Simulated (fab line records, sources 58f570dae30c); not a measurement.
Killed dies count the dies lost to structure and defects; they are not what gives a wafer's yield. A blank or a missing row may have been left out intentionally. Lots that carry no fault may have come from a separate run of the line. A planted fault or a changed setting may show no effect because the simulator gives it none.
fab line records    flow berkeleyCmos170
record lots=11  wafers=33  lastDay=12
route steps=331 shown START@1 NWELL@18 ACTIVE@77
lots with no fault: from the same line, run without faults
startH: the number of hours between the record's first day and the start of the first shown wafer of the lot    waitH: time in hours since the lot's previous step    " as in the row above    L1.1+2: a single row standing in for several wafers    - value missing, or start not given    * or withheld: withheld    < > ~ a bound
route shown NAME@n: names a module that has steps shown in the file, with the first one's number in the route    usual: mean/standard deviation of fault-free wafers    same: alike in all rows    chamber/n: place in a boat    sites: per-site readings    _std_site: the standard deviation of these    _edge_site: mean of outer sites minus mean of inner sites    radiusMm: for every site, how far away it sits from the centre of the wafer    mask NAME#n: copy n    behind: the tool/chamber that last shaped the wafer    hold: reason for holding the lot/hours on hold/outcome of the hold    device: transistor that didn't switch, given as n, p or np    end of line: tests of these same wafers at the route's end    step lacking rows: just its recipe    killed: dies lost to structure and defects at the first sort, not the wafer's yield    map: a wafer's dies, x killed, . not, _ none there
set.NAME: the setting the step ran with; set.NAME@STEP: the setting that earlier step ran with    model.NAME: the simulator's own value behind a step, which no gauge read
one table for each step of the route and one row for each wafer, over a sample of lots
## steps
# step UCB170_START_BOW_MEAS_00
# recipe mode=bow
# usual INCOMING_BOW=0/7
lot.wafer  tool          chamber  startH  waitH  INCOMING_BOW[um]
L657.3     filmMetro-03  -        10.04   -      3
L657.4     "             -        "       "      -5
L657.5     "             -        "       "      2
L658.2     filmMetro-03  -        15.02   -      -1
L658.5     "             -        "       "      -2
L658.6     "             -        "       "      -13
L659.3     filmMetro-02  -        20.04   -      11
L659.5     "             -        "       "      15
L659.6     "             -        "       "      2
L662.1     filmMetro-02  -        35.00   -      -9
L662.3     "             -        "       "      -11
L662.4     "             -        "       "      5
L663.2     filmMetro-01  -        40.02   -      10
L663.4     "             -        "       "      7
L663.5     "             -        "       "      2
L664.1     filmMetro-01  -        45.00   -      -1
L664.4     "             -        "       "      -1
L664.5     "             -        "       "      -7
L665.1     filmMetro-01  -        50.00   -      -8
L665.3     "             -        "       "      6
L665.6     "             -        "       "      2
L666.1     filmMetro-02  -        55.00   -      -9
L666.2     "             -        "       "      -9
L666.3     "             -        "       "      4
L669.2     filmMetro-02  -        70.02   -      3
L669.5     "             -        "       "      5
L669.6     "             -        "       "      15
L670.2     filmMetro-03  -        75.02   -      -3
L670.5     "             -        "       "      0
L670.6     "             -        "       "      1
L680.1     filmMetro-01  -        125.00  -      -1
L680.3     "             -        "       "      8
L680.6     "             -        "       "      10
# step UCB170_NWELL_CVD_04
# recipe material=Si3N4  targetThkNm=224  tempC=800  precursor=SiH2Cl2/NH3  timeS=3360  pressureMtorr=200  sih2cl2FlowSccm=25  nh3FlowSccm=75
# usual sih2cl2FlowSccm=25.01/0.084
lot.wafer  tool      chamber  startH  waitH  sih2cl2FlowSccm
L657.3     lpcvd-01  1        26.67   0.0    24.97
L657.4     "         1        "       "      25.00
L657.5     "         1        "       "      25.07
L658.2     lpcvd-02  0        32.72   0.0    24.87
L658.5     "         0        "       "      24.96
L658.6     "         0        "       "      24.95
L659.3     lpcvd-02  0        39.52   0.0    24.93
L659.5     "         0        "       "      24.98
L659.6     "         0        "       "      25.00
L662.1     lpcvd-01  1        46.41   0.0    25.00
L662.3     "         1        "       "      24.96
L662.4     "         1        "       "      24.96
L663.2     lpcvd-01  0        52.51   0.0    25.14
L663.4     "         0        "       "      25.13
L663.5     "         0        "       "      25.20
L664.1     lpcvd-01  1        67.79   0.0    30.06
L664.4     "         1        "       "      30.00
L664.5     "         1        "       "      30.02
L665.1     lpcvd-02  1        72.06   0.0    25.02
L665.3     "         1        "       "      25.25
L665.6     "         1        "       "      25.25
L666.1     lpcvd-01  1        77.52   0.0    30.05
L666.2     "         1        "       "      30.10
L666.3     "         1        "       "      29.94
L669.2     lpcvd-02  0        88.56   0.1    25.06
L669.5     "         0        "       "      25.11
L669.6     "         0        "       "      25.04
L670.2     lpcvd-01  0        97.92   1.4    24.96
L670.5     "         0        "       "      24.98
L670.6     "         0        "       "      24.95
L680.1     lpcvd-01  0        147.94  0.0    25.08
L680.3     "         0        "       "      25.08
L680.6     "         0        "       "      25.06
# step UCB170_NWELL_THK_MEAS_05
# recipe reads=Si3N4_of_NWELL_CVD_04
# usual NWELL_NITRIDE_THK=224.5/2
lot.wafer  tool          chamber  startH  waitH  hold                     NWELL_NITRIDE_THK[nm]
L657.3     filmMetro-02  -        28.62   0.0    -                        222.3
L657.4     "             -        "       "      -                        223.4
L657.5     "             -        "       "      -                        222.9
L658.2     filmMetro-04  -        34.67   0.0    -                        223.4
L658.5     "             -        "       "      -                        225.1
L658.6     "             -        "       "      -                        222.8
L659.3     filmMetro-03  -        41.47   0.0    -                        226.8
L659.5     "             -        "       "      -                        226.3
L659.6     "             -        "       "      -                        226.8
L662.1     filmMetro-03  -        48.34   0.0    -                        223.1
L662.3     "             -        "       "      -                        225.1
L662.4     "             -        "       "      -                        221.6
L663.2     filmMetro-02  -        54.45   0.0    -                        224.1
L663.4     "             -        "       "      -                        222.6
L663.5     "             -        "       "      -                        223.0
L664.1     filmMetro-02  -        69.72   0.0    awaitDispo/0.2h/release  239.1
L664.4     "             -        "       "      awaitDispo/0.2h/release  238.5
L664.5     "             -        "       "      awaitDispo/0.2h/release  237.2
L664.1     filmMetro-02  -        70.12   0.4    -                        239.4
L664.4     "             -        "       "      -                        238.6
L664.5     "             -        "       "      -                        236.8
L665.1     filmMetro-04  -        73.99   0.0    -                        223.6
L665.3     "             -        "       "      -                        223.5
L665.6     "             -        "       "      -                        224.5
L666.1     filmMetro-04  -        79.45   0.0    awaitDispo/0.2h/release  236.9
L666.2     "             -        "       "      awaitDispo/0.2h/release  236.8
L666.3     "             -        "       "      awaitDispo/0.2h/release  237.2
L666.1     filmMetro-04  -        79.68   0.2    -                        236.6
L666.2     "             -        "       "      -                        237.2
L666.3     "             -        "       "      -                        237.2
L669.2     filmMetro-02  -        90.55   0.1    -                        225.5
L669.5     "             -        "       "      -                        222.0
L669.6     "             -        "       "      -                        223.4
L670.2     filmMetro-04  -        99.87   0.0    -                        223.9
L670.5     "             -        "       "      -                        223.5
L670.6     "             -        "       "      -                        222.4
L680.1     filmMetro-02  -        149.88  0.0    -                        219.9
L680.3     "             -        "       "      -                        221.8
L680.6     "             -        "       "      -                        220.1
# step UCB170_NWELL_OVL_MEAS_12
# usual NWELL_OVL=1/6
lot.wafer  tool        chamber  startH  waitH  NWELL_OVL[nm]
L657.3     overlay-02  -        29.83   -      3
L657.4     "           -        "       "      6
L657.5     "           -        "       "      0
L658.2     overlay-01  -        35.71   -      0
L658.5     "           -        "       "      10
L658.6     "           -        "       "      0
L659.3     overlay-02  -        42.77   -      -12
L659.5     "           -        "       "      1
L659.6     "           -        "       "      -1
L662.1     overlay-02  -        49.88   -      0
L662.3     "           -        "       "      8
L662.4     "           -        "       "      0
L663.2     overlay-01  -        55.35   -      3
L663.4     "           -        "       "      2
L663.5     "           -        "       "      -4
L664.1     overlay-02  -        73.01   -      4
L664.4     "           -        "       "      3
L664.5     "           -        "       "      4
L665.1     overlay-01  -        74.89   -      5
L665.3     "           -        "       "      5
L665.6     "           -        "       "      9
L666.1     overlay-01  -        82.45   -      -5
L666.2     "           -        "       "      -1
L666.3     "           -        "       "      5
L669.2     overlay-02  -        91.44   -      -13
L669.5     "           -        "       "      8
L669.6     "           -        "       "      -7
L670.2     overlay-01  -        101.23  -      6
L670.5     "           -        "       "      11
L670.6     "           -        "       "      1
L680.1     overlay-02  -        151.26  -      -3
L680.3     "           -        "       "      2
L680.6     "           -        "       "      -2
# step UCB170_ACTIVE_CD_MEAS_90
# recipe targetCdNm=1200
# usual cdNm=1200.1/1.6
lot.wafer  tool      chamber  startH  waitH  cdNm
L658.2     cdSem-01  -        79.44   0.1    1198.3
L658.5     "         -        "       "      1197.4
L658.6     "         -        "       "      1198.4
L657.3     cdSem-01  -        79.69   0.1    1201.7
L657.4     "         -        "       "      1202.4
L657.5     "         -        "       "      1202.9
L659.3     cdSem-02  -        89.24   0.1    1201.4
L659.5     "         -        "       "      1199.2
L659.6     "         -        "       "      1201.2
L662.1     cdSem-02  -        103.64  0.1    1199.4
L662.3     "         -        "       "      1199.5
L662.4     "         -        "       "      1199.3
L663.2     cdSem-02  -        110.45  0.1    1199.2
L663.4     "         -        "       "      1199.1
L663.5     "         -        "       "      1198.1
L665.1     cdSem-01  -        121.48  0.1    1200.0
L665.3     "         -        "       "      1198.9
L665.6     "         -        "       "      1199.1
L664.1     cdSem-02  -        121.60  0.1    1199.6
L664.4     "         -        "       "      1199.3
L664.5     "         -        "       "      1199.1
L666.1     cdSem-02  -        129.05  0.1    1200.5
L666.2     "         -        "       "      1199.3
L666.3     "         -        "       "      1200.5
L669.2     cdSem-01  -        137.33  0.1    1200.4
L669.5     "         -        "       "      1201.5
L669.6     "         -        "       "      1201.6
L670.2     cdSem-02  -        149.43  0.1    1201.9
L670.5     "         -        "       "      1201.6
L670.6     "         -        "       "      1201.0
L680.1     cdSem-02  -        206.32  0.1    1199.0
L680.3     "         -        "       "      1198.8
L680.6     "         -        "       "      1198.9
## key
firstSign step=UCB170_NWELL_CVD_04  reading=sih2cl2FlowSccm  direction=up  sigmas=60  usual=25.01  struck=30.03
effect step=UCB170_NWELL_THK_MEAS_05  reading=visit  direction=added
effect step=UCB170_NWELL_THK_MEAS_05  reading=NWELL_NITRIDE_THK  direction=up  sigmas=6.6  usual=224.5  struck=237.6
metAt UCB170_NWELL_CVD_04
struckLots L664,L666
struckWafers L664.1,L664.4,L664.5,L666.1,L666.2,L666.3
sortLeftOut L664.1,L664.4,L664.5,L666.1,L666.2,L666.3
testerLeftOut L664,L666
notActingAt UCB170_START_BOW_MEAS_00,UCB170_NWELL_OVL_MEAS_12,UCB170_ACTIVE_CD_MEAS_90
onsetBetween 46.41 67.79
fault kind=processParameterDrift  tool=lpcvd-01  chamber=1  onsetH=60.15  steps=UCB170_NWELL_CVD_04  channel=sih2cl2FlowSccm  offset=5  shape=step  endH=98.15  actsIn=theseRecipesOnly  stated=25
# testerLeftOut: of these lots the tester's yield and bins aren't shown, on N5 and GAA mostly nor the transistor test; their killed dies are dies lost to structure and defects alone, not to doping, threshold or leakage, so they don't give the yield
# sortLeftOut: the simulated sort isn't trusted on such a fault, so these wafers' sort isn't shown, and their yield isn't known
